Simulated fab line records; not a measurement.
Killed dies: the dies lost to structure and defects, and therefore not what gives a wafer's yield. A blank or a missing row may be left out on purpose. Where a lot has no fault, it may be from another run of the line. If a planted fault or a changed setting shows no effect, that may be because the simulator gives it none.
fab line records    flow berkeley_cmos170
[record] lots = 5  wafers = 23
route steps=331 shown START@3 WELLDRIVE@56 ACTIVE@68 PFIELD@86 SCREENOX@101 NVT@111 PVT@116 PLDD@148 NSD@196
start_h: start of the lot's first displayed wafer, in hours after the record's first day    wait_h: how many hours have passed since the lot's step before this one    " repeats the value in the row above    L1.1+2: several wafers, shown together as one row    - no value, or no start given    * or withheld: withheld    < > ~ a bound
route shown NAME@n: names a module that has steps shown in the file, with the first one's number in the route    usual: the fault-free wafers' mean and standard deviation    same: alike in all rows    chamber/n: place in a boat    sites: each site's reading    _std_site: the standard deviation of these    _edge_site: outer sites' mean less inner sites'    radius_mm: for every site, how far away it sits from the centre of the wafer    mask NAME#n: copy n    behind: tool/chamber where the wafer was last shaped    hold: the reason the lot was held/the length of the hold in hours/how it ended    device: which transistor (n, p or np) failed to switch    end of line: the same wafers' tests at the end of the route    a step with no rows: only its recipe    killed: at the first sort, the dies lost to defects and structure; wafer yield is something else    map: per-die view of a wafer (x killed, . not killed, _ where there is no die)
set.NAME: the setting the step ran with; set.NAME@STEP: the setting that earlier step ran with    model.NAME: the simulator's own value behind a step, which no gauge read
lots whose settings were changed on purpose; a table a step, a row a wafer
[[steps]]
[step UCB170_START_OXIDATION_02]
[recipe] temp_c = 950  ambient = O2  target_thk_a = 200  ox_time_s = 1800
lot.wafer  tool        chamber  start_h  wait_h  set.temp_c  model.SiO2_of_START_OXIDATION_02.thk_nm
L075.1     -           -        -        4.3     966.1       23.79
L075.2     "           -        "        "       966.1       23.46
L075.3     "           -        "        "       966.1       23.77
L075.5     "           -        "        "       966.1       23.45
L075.6     "           -        "        "       966.1       23.56
L076.1     furnace-01  0        23.92    3.6     950         19.99
L076.3     "           0        "        "       950         20.24
L076.6     "           0        "        "       950         20.1
L077.1     -           -        -        4.5     974.2       25.24
L077.2     "           -        "        "       974.2       25.27
L077.3     "           -        "        "       974.2       25.33
L077.4     "           -        "        "       974.2       25.14
L077.6     "           -        "        "       974.2       25.39
L080.1     -           -        -        1.4     922.7       15.44
L080.2     "           -        "        "       922.7       15.41
L080.3     "           -        "        "       922.7       15.09
L080.4     "           -        "        "       922.7       15.89
L080.5     "           -        "        "       922.7       15.25
L084.2     -           -        -        2.6     959.9       22.81
L084.3     "           -        "        "       959.9       22.85
L084.4     "           -        "        "       959.9       22.93
L084.5     "           -        "        "       959.9       22.13
L084.6     "           -        "        "       959.9       22.5
[step UCB170_START_THK_MEAS_03]
[recipe] reads = SiO2_of_START_OXIDATION_02
[usual] START_OXIDE_THK = 20.3/0.35
lot.wafer  tool           chamber  start_h  wait_h  set.temp_c@START_OXIDATION_02  START_OXIDE_THK[nm]
L075.1     film_metro-04  -        -        -       966.1                          23.8
L075.2     "              -        "        "       966.1                          23.5
L075.3     "              -        "        "       966.1                          23.7
L075.5     "              -        "        "       966.1                          23.5
L075.6     "              -        "        "       966.1                          23.5
L076.1     film_metro-04  -        25.45    0.0     950                            20.0
L076.3     "              -        "        "       950                            20.2
L076.6     "              -        "        "       950                            20.1
L077.1     film_metro-04  -        -        -       974.2                          25.3
L077.2     "              -        "        "       974.2                          25.3
L077.3     "              -        "        "       974.2                          25.4
L077.4     "              -        "        "       974.2                          25.2
L077.6     "              -        "        "       974.2                          25.4
L080.1     film_metro-04  -        -        -       922.7                          15.5
L080.2     "              -        "        "       922.7                          15.4
L080.3     "              -        "        "       922.7                          15.1
L080.4     "              -        "        "       922.7                          15.9
L080.5     "              -        "        "       922.7                          15.3
L084.2     film_metro-01  -        -        -       959.9                          22.8
L084.3     "              -        "        "       959.9                          22.8
L084.4     "              -        "        "       959.9                          22.9
L084.5     "              -        "        "       959.9                          22.1
L084.6     "              -        "        "       959.9                          22.5
[step UCB170_WELLDRIVE_OXIDATION_01]
[recipe] temp_c = 1100  ambient = O2  target_thk_a = 1990  ox_time_s = 9000
lot.wafer  tool        chamber  start_h  wait_h  set.ox_time_s  model.SiO2_of_WELLDRIVE_OXIDATION_01.thk_nm
L075.1     -           -        -        3.2     9969           212.4
L075.2+3   "           -        "        "       9969           216.2
L075.5     "           -        "        "       9969           216
L075.6     "           -        "        "       9969           214
L076.1     furnace-04  0        78.82    4.5     9000           193.3
L076.3     "           0        "        "       9000           194.6
L076.6     "           0        "        "       9000           193.9
L077.1     -           -        -        3.5     10290          215.5
L077.2     "           -        "        "       10290          213.2
L077.3     "           -        "        "       10290          212.9
L077.4     "           -        "        "       10290          214.3
L077.6     "           -        "        "       10290          215.3
L080.1+3   -           -        -        2.8     8553           194.7
L080.2     "           -        "        "       8553           196
L080.4     "           -        "        "       8553           198.1
L080.5     "           -        "        "       8553           195.5
L084.2     -           -        -        3.8     9000           201.4
L084.3     "           -        "        "       9000           199.9
L084.4     "           -        "        "       9000           200.4
L084.5     "           -        "        "       9000           204.4
L084.6     "           -        "        "       9000           200.8
[step UCB170_ACTIVE_COAT_08]
[recipe] resist = KrF  spin_rpm = 1500  resist_thk_nm = 900
lot.wafer  tool            chamber  start_h  wait_h  set.spin_rpm  model.KrF_of_ACTIVE_COAT_08.thk_nm
L076.1     litho_track-02  0        96.77    0.1     1500          900.5
L076.3     "               0        "        "       1500          899.6
L076.6     "               0        "        "       1500          903
L075.1     litho_track-02  0        97.22    0.1     1500          901.4
L075.2+3   "               0        "        "       1500          900.9
L075.5     "               0        "        "       1500          901.2
L075.6     "               0        "        "       1500          904.1
L077.1     litho_track-03  0        106.71   0.1     1500          902.2
L077.2     "               0        "        "       1500          902.5
L077.3     "               0        "        "       1395          936
L077.4     "               0        "        "       1395          932.6
L077.6     "               0        "        "       1500          899.9
L080.1     litho_track-02  0        116.35   0.1     1500          903.2
L080.2     "               0        "        "       1453          916.9
L080.3     "               0        "        "       1453          913.8
L080.4     "               0        "        "       1500          901
L080.5     "               0        "        "       1500          900.9
L084.2     litho_track-02  0        126.54   0.1     1500          904.3
L084.3     "               0        "        "       1500          903.4
L084.4     "               0        "        "       1450          916.9
L084.5     "               0        "        "       1450          919.3
L084.6     "               0        "        "       1450          917.5
[step UCB170_ACTIVE_ETCH_15]
[recipe] chemistry = CH3F/Ar/O2  target = Si3N4  stop_on = SiO2  CH3F_flow_sccm = 20  Ar_flow_sccm = 50  O2_flow_sccm = 7  pressure_mtorr = 50  rf_w = 450  target_depth_a = 2420  over_etch_frac = 0.1  time_s = 151
lot.wafer  tool         chamber  start_h  wait_h  set.over_etch_frac  set.spin_rpm@ACTIVE_COAT_08  model.KrF_of_ACTIVE_COAT_08.thk_nm
L076.1     rie_diel-01  1        97.87    0.0     0.1                 1500                         724.2
L076.3     "            0        "        "       0.1                 1500                         721.1
L076.6     "            1        "        "       0.1                 1500                         725.8
L075.1     rie_diel-02  1        98.91    0.0     0.1                 1500                         726.2
L075.2     "            2        "        "       0.1                 1500                         723.9
L075.3     "            3        "        "       0.1                 1500                         725.9
L075.5     "            3        "        "       0.1103              1500                         726.3
L075.6     "            2        "        "       0.1103              1500                         725.9
L077.1     rie_diel-01  1        107.69   0.0     0.1                 1500                         724.5
L077.2     "            2        "        "       0.1                 1500                         723.2
L077.3     "            0        "        "       0.1                 1395                         758.4
L077.4     "            3        "        "       0.1                 1395                         752.6
L077.6     "            2        "        "       0.1                 1500                         721.3
L080.1     rie_diel-02  1        117.86   0.0     0.07682             1500                         732
L080.2     "            2        "        "       0.1                 1453                         741.4
L080.3     "            3        "        "       0.07682             1453                         743.7
L080.4     "            0        "        "       0.1                 1500                         721.8
L080.5     "            1        "        "       0.1                 1500                         725.5
L084.2     rie_diel-02  1        128.59   0.0     0.1                 1500                         728.1
L084.3     "            0        "        "       0.08072             1500                         724.5
L084.4     "            3        "        "       0.1                 1450                         743.8
L084.5     "            1        "        "       0.08072             1450                         747.1
L084.6     "            2        "        "       0.1                 1450                         738.7
[step UCB170_ACTIVE_STRIP_16]
[recipe] chemistry = O2  power_w = 400  pressure_mtorr = 3500  platen_temp_c = withheld  o2_flow_sccm = 400  overash_fraction = 0.5
[usual] strip_time_to_endpoint_s = 18.08/0.089
lot.wafer  tool             chamber  start_h  wait_h  set.spin_rpm@ACTIVE_COAT_08  strip_time_to_endpoint_s
L076.1     plasma_asher-04  1        97.97    0.1     1500                         18.08
L076.3     "                1        "        "       1500                         18.00
L076.6     "                0        "        "       1500                         18.11
L075.1     plasma_asher-02  0        99.01    0.1     1500                         18.13
L075.2     "                1        "        "       1500                         18.07
L075.3     "                0        "        "       1500                         18.10
L075.5     "                1        "        "       1500                         18.16
L075.6     "                0        "        "       1500                         18.12
L077.1     plasma_asher-02  0        107.79   0.1     1500                         18.07
L077.2     "                1        "        "       1500                         18.04
L077.3     "                0        "        "       1395                         18.91
L077.4     "                1        "        "       1395                         18.76
L077.6     "                0        "        "       1500                         18.01
L080.1     plasma_asher-04  1        117.96   0.1     1500                         18.26
L080.2     "                0        "        "       1453                         18.49
L080.3     "                0        "        "       1453                         18.54
L080.4     "                1        "        "       1500                         18.03
L080.5     "                0        "        "       1500                         18.12
L084.2     plasma_asher-04  0        128.70   0.1     1500                         18.18
L084.3     "                1        "        "       1500                         18.08
L084.4     "                0        "        "       1450                         18.53
L084.5     "                1        "        "       1450                         18.63
L084.6     "                0        "        "       1450                         18.42
[step UCB170_PFIELD_IMPLANT_07]
[recipe] species = B  dose_cm2 = 2e+13  energy_kev = 80  tilt_deg = 7
lot.wafer       tool          chamber  start_h  wait_h  set.energy_kev  model.implant.rp_nm  model.implant.drp_nm
L076.1+3+6      implanter-01  0        100.51   0.0     80              262.3                74.86
L075.1+2+3+5+6  implanter-04  0        101.06   0.0     80              267.7                74.86
L077.1+2        implanter-02  0        110.24   0.0     76.25           249.8                73.13
L077.3+4+6      "             0        "        "       80              259.5                74.86
L080.1+5        implanter-02  0        119.25   0.0     80              262.9                74.86
L080.2+3+4      "             0        "        "       82.79           270.5                76.07
L084.2+3+6      implanter-01  0        130.95   0.0     80              276.4                74.86
L084.4+5        "             0        "        "       76.34           266.4                73.17
[step UCB170_SCREENOX_OXIDATION_01]
[recipe] temp_c = 900  ambient = O2  target_thk_a = 144  ox_time_s = 2400
lot.wafer  tool        chamber  start_h  wait_h  set.ox_time_s  model.SiO2_of_SCREENOX_OXIDATION_01.thk_nm
L075.1     -           -        -        5.6     2237           13.21
L075.2     "           -        "        "       2237           13.25
L075.3     "           -        "        "       2237           13.42
L075.5     "           -        "        "       2237           13.43
L075.6     "           -        "        "       2237           13.57
L076.1     furnace-04  0        127.22   5.6     2400           13.94
L076.3     "           0        "        "       2400           14.06
L076.6     "           0        "        "       2400           14.19
L077.1     -           -        -        3.7     2252           13.8
L077.2     "           -        "        "       2252           13.77
L077.3     "           -        "        "       2252           13.93
L077.4     "           -        "        "       2252           13.75
L077.6     "           -        "        "       2252           13.89
L080.1     -           -        -        3.1     2177           13.59
L080.2     "           -        "        "       2177           13.61
L080.3     "           -        "        "       2177           13.54
L080.4     "           -        "        "       2177           13.72
L080.5     "           -        "        "       2177           13.47
L084.2     -           -        -        2.3     2054           12.87
L084.3     "           -        "        "       2054           13.06
L084.4     "           -        "        "       2054           12.85
L084.5     "           -        "        "       2054           13.1
L084.6     "           -        "        "       2054           13.01
[step UCB170_NVT_IMPLANT_07]
[recipe] species = BF2  dose_cm2 = 3e+12  energy_kev = 50  tilt_deg = 7
lot.wafer       tool          chamber  start_h  wait_h  set.energy_kev  model.implant.rp_nm  model.implant.drp_nm
L076.1+3+6      implanter-03  0        141.06   0.0     50              37                   18.57
L075.1+5+6      implanter-04  0        141.30   0.0     50              37.25                18.57
L075.2+3        "             0        "        "       52.22           38.89                19.16
L077.1+3+6      implanter-02  0        151.87   0.0     52.42           39.54                19.22
L077.2+4        "             0        "        "       50              37.73                18.57
L080.1+2+3+4+5  implanter-03  0        155.30   0.0     50              38.42                18.57
L084.2+3+4+5+6  implanter-03  0        163.54   0.0     50              36.7                 18.57
[step UCB170_PVT_COAT_01]
[recipe] resist = KrF  spin_rpm = 1500  resist_thk_nm = 900
lot.wafer  tool            chamber  start_h  wait_h  set.resist_thk_nm  model.KrF_of_PVT_COAT_01.thk_nm
L076.1+6   litho_track-02  0        141.73   0.1     900                901.9
L076.3     "               0        "        "       900                898.8
L075.1     litho_track-03  0        142.34   0.1     900                899.3
L075.2     "               0        "        "       851.1              851.4
L075.3     "               0        "        "       851.1              849.2
L075.5     "               0        "        "       900                899.8
L075.6     "               0        "        "       851.1              851
L077.1+3   litho_track-04  0        153.41   0.1     900                900.7
L077.2     "               0        "        "       900                899.5
L077.4     "               0        "        "       900                896.2
L077.6     "               0        "        "       900                899
L080.1     litho_track-03  0        156.51   0.1     864.5              860.2
L080.2     "               0        "        "       900                896.2
L080.3     "               0        "        "       864.5              859.6
L080.4     "               0        "        "       864.5              863
L080.5     "               0        "        "       900                896.7
L084.2     litho_track-04  0        164.45   0.1     900                900.6
L084.3     "               0        "        "       872.1              873.6
L084.4+6   "               0        "        "       872.1              873.2
L084.5     "               0        "        "       900                901.1
[step UCB170_PVT_SOFTBAKE_02]
[recipe] resist = KrF  temp_c = 130  time_s = 60
[step UCB170_PVT_EXPOSE_03]
[recipe] mask_id = NWELL  target_cd_nm = 3000  na = 0.5  sigma_outer = 0.6  source_shape = conventional  dose_mj = 30
[step UCB170_PVT_IMPLANT_07]
[recipe] species = P  dose_cm2 = 2e+12  energy_kev = 30  tilt_deg = 7
[step UCB170_PVT_STRIP_08]
[recipe] chemistry = O2  power_w = 400  pressure_mtorr = 3500  platen_temp_c = withheld  o2_flow_sccm = 400  overash_fraction = 0.5
[usual] strip_time_to_endpoint_s = 21.64/0.055
lot.wafer  tool             chamber  start_h  wait_h  set.resist_thk_nm@PVT_COAT_01  strip_time_to_endpoint_s
L076.1     plasma_asher-01  0        142.94   0.1     900                            21.68
L076.3     "                0        "        "       900                            21.59
L076.6     "                1        "        "       900                            21.67
L075.1     plasma_asher-01  1        143.55   0.1     900                            21.60
L075.2     "                0        "        "       851.1                          20.46
L075.3     "                1        "        "       851.1                          20.42
L075.5     "                1        "        "       900                            21.63
L075.6     "                0        "        "       851.1                          20.47
L077.1     plasma_asher-03  0        155.55   0.1     900                            21.63
L077.2     "                1        "        "       900                            21.61
L077.3     "                1        "        "       900                            21.63
L077.4     "                0        "        "       900                            21.55
L077.6     "                1        "        "       900                            21.59
L080.1     plasma_asher-03  0        157.55   0.1     864.5                          20.68
L080.2     "                1        "        "       900                            21.53
L080.3     "                0        "        "       864.5                          20.66
L080.4     "                1        "        "       864.5                          20.75
L080.5     "                1        "        "       900                            21.54
L084.2     plasma_asher-03  0        165.43   0.1     900                            21.65
L084.3     "                0        "        "       872.1                          21.00
L084.4     "                1        "        "       872.1                          21.00
L084.5     "                1        "        "       900                            21.65
L084.6     "                0        "        "       872.1                          20.98
[step UCB170_PLDD_EXPOSE_03]
[recipe] mask_id = PSELECT  na = 0.5  sigma_outer = 0.6  source_shape = conventional  target_cd_nm = 1200  dose_mj = 30
lot.wafer       tool            chamber  start_h  wait_h  mask       set.dose_mj
L075.1+3+6      krf_scanner-02  0        157.84   0.2     PSELECT#0  30
L075.2+5        "               0        "        "       PSELECT#0  29.27
L076.1+3+6      krf_scanner-01  0        158.08   0.5     PSELECT#0  30
L077.1+3        krf_scanner-01  0        168.78   0.1     PSELECT#0  29.43
L077.2+4+6      "               0        "        "       PSELECT#0  30
L080.1+2+3+4+5  krf_scanner-01  0        169.88   0.2     PSELECT#0  30
L084.2+4+5      krf_scanner-02  0        181.94   0.1     PSELECT#0  30
L084.3+6        "               0        "        "       PSELECT#0  28.81
[step UCB170_PLDD_PEB_04]
[recipe] peb_temp_c = 130  peb_time_s = withheld  resist = KrF
[step UCB170_PLDD_DEVELOP_05]
[recipe] developer = TMAH  develop_time_s = 45  resist = KrF  dev_temp_c = 21
[step UCB170_PLDD_CD_MEAS_06]
[recipe] target_cd_nm = 1200
[usual] cd_nm = 1200.1/1.4
lot.wafer  tool       chamber  start_h  wait_h  set.dose_mj@PLDD_EXPOSE_03  cd_nm
L075.1     cd_sem-01  -        158.23   -       30                          1200.8
L075.2     "          -        "        "       29.27                       1197.5
L075.3     "          -        "        "       30                          1199.6
L075.5     "          -        "        "       29.27                       1195.1
L075.6     "          -        "        "       30                          1201.1
L076.1     cd_sem-01  -        158.60   -       30                          1201.1
L076.3     "          -        "        "       30                          1199.6
L076.6     "          -        "        "       30                          1199.3
L077.1     cd_sem-01  -        169.40   -       29.43                       1195.9
L077.2     "          -        "        "       30                          1199.9
L077.3     "          -        "        "       29.43                       1196.5
L077.4     "          -        "        "       30                          1200.8
L077.6     "          -        "        "       30                          1199.7
L080.1     cd_sem-01  -        170.78   -       30                          1200.7
L080.2     "          -        "        "       30                          1200.1
L080.3     "          -        "        "       30                          1200.6
L080.4     "          -        "        "       30                          1200.0
L080.5     "          -        "        "       30                          1199.8
L084.2     cd_sem-02  -        183.21   -       30                          1200.6
L084.3     "          -        "        "       28.81                       1191.0
L084.4     "          -        "        "       30                          1198.7
L084.5     "          -        "        "       30                          1198.8
L084.6     "          -        "        "       28.81                       1192.4
[step UCB170_PLDD_IMPLANT_09]
[recipe] species = BF2  dose_cm2 = 5e+13  energy_kev = 10  tilt_deg = 7  rotation_deg = 180
lot.wafer   tool          chamber  start_h  wait_h  set.dose_cm2
L075.1+3+5  implanter-03  0        158.53   0.1     5.289e+13
L075.2+6    "             0        "        "       5e+13
L076.1+3+6  implanter-01  0        158.90   0.1     5e+13
L077.1+2+3  implanter-02  0        169.70   0.1     5e+13
L077.4+6    "             0        "        "       5.117e+13
L080.1+4+5  implanter-01  0        171.09   0.1     5.169e+13
L080.2+3    "             0        "        "       5e+13
L084.2+4+6  implanter-03  0        183.52   0.1     4.746e+13
L084.3+5    "             0        "        "       5e+13
[step UCB170_NSD_STRIP_09]
[recipe] chemistry = O2  power_w = 400  pressure_mtorr = 3500  platen_temp_c = withheld  o2_flow_sccm = 400  overash_fraction = 0.5
[usual] strip_time_to_endpoint_s = 36.09/0.074
lot.wafer  tool             chamber  start_h  wait_h  set.power_w  strip_time_to_endpoint_s
L075.1     plasma_asher-03  0        173.17   0.1     417.6        35.01
L075.2     "                1        "        "       400          36.23
L075.3     "                1        "        "       400          36.17
L075.5     "                1        "        "       417.6        35.01
L075.6     "                0        "        "       400          36.21
L076.1     plasma_asher-02  0        174.13   0.1     400          36.08
L076.3     "                0        "        "       400          36.07
L076.6     "                0        "        "       400          36.09
L077.1     plasma_asher-03  0        182.27   0.1     400          36.07
L077.2     "                1        "        "       400          36.00
L077.3     "                1        "        "       400          36.07
L077.4     "                0        "        "       400          36.10
L077.6     "                1        "        "       400          36.13
L080.1     plasma_asher-04  0        183.98   0.1     400          36.07
L080.2     "                1        "        "       400          36.10
L080.3     "                0        "        "       400          36.08
L080.4     "                1        "        "       400          36.07
L080.5     "                1        "        "       400          36.11
L084.2     plasma_asher-03  0        195.09   0.1     367.9        38.28
L084.3     "                0        "        "       367.9        38.30
L084.4     "                1        "        "       400          35.99
L084.5     "                0        "        "       400          36.06
L084.6     "                1        "        "       367.9        38.30
[step UCB170_NSD_CLEAN_11]
[recipe] chemistry = SPM  temp_c = 120  time_s = 600
[step UCB170_SDANNEAL_RS_MEAS_04]
[recipe] thk_meas_gauge = four-point-probe
[usual] PLDD_RS = 1031/3.2
lot.wafer  tool           chamber  start_h  wait_h  set.dose_cm2@PLDD_IMPLANT_09  PLDD_RS[ohm/sq]
L075.1     film_metro-03  -        174.79   0.1     5.289e+13                     1007
L075.2     "              -        "        "       5e+13                         1034
L075.3     "              -        "        "       5.289e+13                     1011
L075.5     "              -        "        "       5.289e+13                     1007
L075.6     "              -        "        "       5e+13                         1030
L076.1     film_metro-01  -        175.72   0.1     5e+13                         1033
L076.3     "              -        "        "       5e+13                         1032
L076.6     "              -        "        "       5e+13                         1032
L077.1     film_metro-03  -        184.79   0.1     5e+13                         1034
L077.2     "              -        "        "       5e+13                         1035
L077.3     "              -        "        "       5e+13                         1035
L077.4     "              -        "        "       5.117e+13                     1025
L077.6     "              -        "        "       5.117e+13                     1023
L080.1     film_metro-04  -        186.38   0.1     5.169e+13                     1019
L080.2     "              -        "        "       5e+13                         1030
L080.3     "              -        "        "       5e+13                         1030
L080.4     "              -        "        "       5.169e+13                     1015
L080.5     "              -        "        "       5.169e+13                     1017
L084.2     film_metro-01  -        196.74   0.1     4.746e+13                     1055
L084.3     "              -        "        "       5e+13                         1033
L084.4     "              -        "        "       4.746e+13                     1052
L084.5     "              -        "        "       5e+13                         1031
L084.6     "              -        "        "       4.746e+13                     1055
[[key]]
[split] step = UCB170_START_OXIDATION_02  setting = temp_c  stated = 950  by = lot
[response] step = UCB170_START_OXIDATION_02  reading = model.SiO2_of_START_OXIDATION_02.thk_nm  change = +1.82  per = 1%  r = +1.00
[response] step = UCB170_START_THK_MEAS_03  reading = START_OXIDE_THK  change = +1.82  per = 1%  r = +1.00
[split] step = UCB170_WELLDRIVE_OXIDATION_01  setting = ox_time_s  stated = 9000  by = lot
[response] step = UCB170_WELLDRIVE_OXIDATION_01  reading = model.SiO2_of_WELLDRIVE_OXIDATION_01.thk_nm  change = +1.11  per = 1%  r = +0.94
[split] step = UCB170_ACTIVE_COAT_08  setting = spin_rpm  stated = 1500  by = wafer
[response] step = UCB170_ACTIVE_COAT_08  reading = model.KrF_of_ACTIVE_COAT_08.thk_nm  change = -4.56  per = 1%  r = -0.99
[response] step = UCB170_ACTIVE_ETCH_15  reading = model.KrF_of_ACTIVE_COAT_08.thk_nm  change = -4.78  per = 1%  r = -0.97
[response] step = UCB170_ACTIVE_STRIP_16  reading = strip_time_to_endpoint_s  change = *  per = 1%  r = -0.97
[split] step = UCB170_ACTIVE_ETCH_15  setting = over_etch_frac  stated = 0.1  by = wafer
response none clear
[split] step = UCB170_PFIELD_IMPLANT_07  setting = energy_kev  stated = 80  by = wafer
[response] step = UCB170_PFIELD_IMPLANT_07  reading = model.implant.rp_nm  change = +2.14  per = 1%  r = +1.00
[response] step = UCB170_PFIELD_IMPLANT_07  reading = model.implant.drp_nm  change = +0.365  per = 1%  r = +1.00
[split] step = UCB170_SCREENOX_OXIDATION_01  setting = ox_time_s  stated = 2400  by = lot
[response] step = UCB170_SCREENOX_OXIDATION_01  reading = model.SiO2_of_SCREENOX_OXIDATION_01.thk_nm  change = +0.0744  per = 1%  r = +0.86
[split] step = UCB170_NVT_IMPLANT_07  setting = energy_kev  stated = 50  by = wafer
[response] step = UCB170_NVT_IMPLANT_07  reading = model.implant.rp_nm  change = +0.371  per = 1%  r = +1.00
[response] step = UCB170_NVT_IMPLANT_07  reading = model.implant.drp_nm  change = +0.134  per = 1%  r = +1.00
[split] step = UCB170_PVT_COAT_01  setting = resist_thk_nm  stated = 900  by = wafer
[response] step = UCB170_PVT_COAT_01  reading = model.KrF_of_PVT_COAT_01.thk_nm  change = +8.99  per = 1%  r = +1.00
[response] step = UCB170_PVT_STRIP_08  reading = strip_time_to_endpoint_s  change = *  per = 1%  r = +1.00
[split] step = UCB170_PLDD_EXPOSE_03  setting = dose_mj  stated = 30  by = wafer
[response] step = UCB170_PLDD_CD_MEAS_06  reading = cd_nm  change = +1.9  per = 1%  r = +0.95
[split] step = UCB170_PLDD_IMPLANT_09  setting = dose_cm2  stated = 5e+13  by = wafer
[response] step = UCB170_SDANNEAL_RS_MEAS_04  reading = PLDD_RS  change = -4.15  per = 1%  r = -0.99
[split] step = UCB170_NSD_STRIP_09  setting = power_w  stated = 400  by = wafer
[response] step = UCB170_NSD_STRIP_09  reading = strip_time_to_endpoint_s  change = *  per = 1%  r = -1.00
